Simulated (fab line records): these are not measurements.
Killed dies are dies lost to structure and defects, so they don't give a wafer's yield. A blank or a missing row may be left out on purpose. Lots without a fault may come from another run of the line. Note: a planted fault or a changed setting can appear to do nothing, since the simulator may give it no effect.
Split-lot study	flow berkeleyCmos170	23 wafers read from 5 lots, route of 331 steps

## SPLIT DETAILS
At UCB170_SILICIDE_SPUTTER_01 (material Ti, target thk 30 nm, time 25 s), the setting timeS was moved away from the recipe's 25 s on 6 of the 23 wafers read, by -6.0% to +12.0%. For the rest of the wafers, this setting stayed at what the recipe calls for.

## THE PATH FROM SPLIT TO READING: the file shows 1 step between them
- UCB170_SILICIDE_RS_MEAS_02: measures by four-point-probe

## THE READING
SILICIDE_TI_THK, in nm, at UCB170_SILICIDE_THK_MEAS_03 (measures by xrf). A value of 30.50 nm with a standard deviation of 0.29 nm is what fault-free wafers of this fab line usually give.

wafer	tool, chamber at the split	timeS as run, s	against the recipe	SILICIDE_TI_THK, nm	against lot-mates on the recipe
L074.1	pvdSputter-04, -	25	recipe	31.29	-
L074.5	pvdSputter-04, -	25	recipe	30.86	-
L074.6	pvdSputter-04, -	25	recipe	30.69	-
L076.1	pvdSputter-04, -	25	recipe	30.35	-
L076.3	pvdSputter-04, -	25	recipe	30.28	-
L076.4	pvdSputter-04, -	25	recipe	30.47	-
L076.5	pvdSputter-04, -	25	recipe	30.37	-
L076.6	pvdSputter-04, -	25	recipe	30.54	-
L079.2	pvdSputter-03, -	23.5	-6.0%	28.65	-1.59
L079.3	pvdSputter-03, -	25	recipe	30.41	-
L079.4	pvdSputter-03, -	23.5	-6.0%	28.30	-1.94
L079.5	pvdSputter-03, -	25	recipe	30.24	-
L079.6	pvdSputter-03, -	25	recipe	30.08	-
L080.1	pvdSputter-03, -	25	recipe	30.17	-
L080.2	pvdSputter-03, -	25	recipe	30.35	-
L080.3	pvdSputter-03, -	27.99	+12.0%	33.77	+3.51
L080.4	pvdSputter-03, -	27.99	+12.0%	33.74	+3.48
L080.6	pvdSputter-03, -	25	recipe	30.26	-
L083.1	pvdSputter-02, -	25	recipe	30.96	-
L083.2	pvdSputter-02, -	25	recipe	30.84	-
L083.3	pvdSputter-02, -	26.43	+5.7%	32.72	+1.82
L083.4	pvdSputter-02, -	25	recipe	30.90	-
L083.5	pvdSputter-02, -	26.43	+5.7%	32.59	+1.69

FIT RESULTS
A straight line over all 23 wafers: SILICIDE_TI_THK changes by +0.299 nm for each +1% of timeS; r = +0.97; the points scatter about the line by 0.35 nm.
The same after taking each lot's own level away (the mean of its wafers on the recipe; 23 wafers): +0.295 nm for each +1%; r = +0.99; scatter 0.14 nm.
According to that fit, moving timeS by its largest amount changes the reading by 3.5 nm.
The lots' own levels span 30.243 to 30.947 nm, that is 2.4 times the standard deviation above.
The two slopes are in agreement: the lot-to-lot level therefore moves the slope only a little.
Check: +3.54 nm against its lot-mates is what the line predicts for one of the wafers moved furthest among these (+12.0%) when that wafer is left out of the fit. It came out at +3.51 nm against them.

## OTHER SPLITS APPLIED TO THESE WAFERS
These wafers also went through other splits before the reading. Each is held against what the fit with the lots' levels taken away leaves over:
other split on the same wafers	wafers away from the commonest value	r with SILICIDE_TI_THK (lot level and that fit taken away)
UCB170_GATE_PEB_10 pebTempC	12	-0.20
UCB170_NLDD_COAT_01 resistThkNm	8	+0.00
UCB170_NLDD_IMPLANT_09 energyKev	7	+0.16
UCB170_SPACER_CVD_00 timeS	8	+0.12
UCB170_NSD_IMPLANT_08 doseCm2	4	+0.24
UCB170_SDANNEAL_RTA_00 timeS	6	+0.08

## THE WHOLE CHAIN: every reading that the file lists as answering this split, in the file's order
step	what it does	reading	change (the file's fit)	r (the file's)
UCB170_SILICIDE_SPUTTER_01	material Ti, target thk 30 nm, time 25 s	Ti_of_SILICIDE_SPUTTER_01.thkNm (the simulator's own value, which no gauge read)	+0.297 nm for each +1% of the setting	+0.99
UCB170_SILICIDE_RS_MEAS_02	measures by four-point-probe	SILICIDE_TI_RS	-0.284 for each +1% of the setting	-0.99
UCB170_SILICIDE_THK_MEAS_03	measures by xrf	SILICIDE_TI_THK	+0.295 for each +1% of the setting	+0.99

## FILE'S OWN FIT
SILICIDE_TI_THK changes by +0.295 nm for each +1% of timeS, r = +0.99.
